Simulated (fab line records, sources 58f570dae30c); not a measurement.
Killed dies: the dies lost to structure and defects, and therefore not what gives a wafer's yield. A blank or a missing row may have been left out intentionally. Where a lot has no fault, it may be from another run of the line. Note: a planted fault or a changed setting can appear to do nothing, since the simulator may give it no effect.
Comparing a struck lot with a sound one :: flow berkeleyCmos170 :: 14 steps out of a route of 331
Sound: the wafers L630.3, L630.4, L630.6. Wafers struck: L639.1, L639.4, L639.5. Last of all comes the cause.
At each step with rows: each side's tool, then ch and its chambers, then its first start. Under that, the readings that differ: sound wafers :: struck wafers :: difference of the means :: sigmas: that difference in standard deviations of wafers without a fault.
alike: a reading whose means differ by less than 2 such deviations, as well as words and numbers matching on both sides. not compared: withheld readings; readings where some wafer has no value; bounds like >300 that might hide an equal value; numbers whose values overlap and for which the record gives no deviation.
A row with sigmas, a row that says differs or no value, or rows on one side alone: a step with any of these is where the two part. Numbers that don't overlap but have no deviation are shown without sigmas and don't part them. A reading missing from all wafers of one side parts the sides only when that side holds two or more wafers.

first, 2 steps without rows for these wafers: UCB170_ACTIVE_ANNEAL_04 (time 900 s); UCB170_ACTIVE_CVD_05 (deposits Si3N4 from SiH2Cl2/NH3, target thk 220 nm, time 3300 s).
UCB170_ACTIVE_THK_MEAS_06:
  sound on filmMetro-02 at day 4 10:42; struck on filmMetro-03 at day 5 21:33
  alike: ACTIVE_NITRIDE_THK
then, 6 steps without rows for these wafers: UCB170_ACTIVE_HMDS_07 (prime time 60 s); UCB170_ACTIVE_COAT_08 (resist thk 900 nm); UCB170_ACTIVE_SOFTBAKE_09 (time 60 s); UCB170_ACTIVE_EXPOSE_10 (exposes mask ACTIVE, target cd 1200 nm); UCB170_ACTIVE_PEB_11; UCB170_ACTIVE_DEVELOP_12 (develop time 45 s).
UCB170_ACTIVE_CD_MEAS_13 targets a cd of 1200 nm.
  sound on cdSem-01 at day 4 12:04; struck on cdSem-01 at day 5 23:53
  alike: cdNm
UCB170_ACTIVE_OVL_MEAS_14:
  sound on overlay-02 at day 4 12:09; struck on overlay-01 at day 6 00:00
  alike: ACTIVE_OVL
UCB170_ACTIVE_ETCH_15: etches Si3N4 in CH3F/Ar/O2, stops on SiO2, target depth 242 nm, time 151 s.
  sound on rieDiel-02 ch 1,2, day 4 12:10; struck on rieDiel-03 ch 1,3, day 6 00:02
  alike: chamberPressureMTorr, drypumpMotorCurrentA, oesProductAu, throttleValvePct
  not compared: rfHoursCounterH
UCB170_ACTIVE_STRIP_16: strips in O2.
  sound on plasmaAsher-01 ch 0,1, day 4 12:19; struck on plasmaAsher-01 ch 0,1, day 6 00:08
  no value came back on the struck wafers for chamberPressureMTorr (mTorr), drypumpMotorCurrentA (A), oesProductAu (a.u.), stripTimeToEndpointS (s); on the sound wafers chamberPressureMTorr (mTorr) reads 3498 3507 3501
reading: model.KrF_of_ACTIVE_COAT_08.thkNm (nm)
sound: 0 0 0
struck: 726.2 732.9 725.4
difference: +728.2
sigmas: 
  not compared: rfHoursCounterH
UCB170_ACTIVE_CD_MEAS_90 targets a cd of 1200 nm.
  sound on cdSem-01 at day 4 12:25; struck on cdSem-02 at day 6 00:14
  alike: cdNm

WHERE THEY PART
UCB170_ACTIVE_STRIP_16 only, going by this record. Later steps at which nothing parts them and some readings are alike: UCB170_ACTIVE_CD_MEAS_90.

WHY: what the simulator had put in
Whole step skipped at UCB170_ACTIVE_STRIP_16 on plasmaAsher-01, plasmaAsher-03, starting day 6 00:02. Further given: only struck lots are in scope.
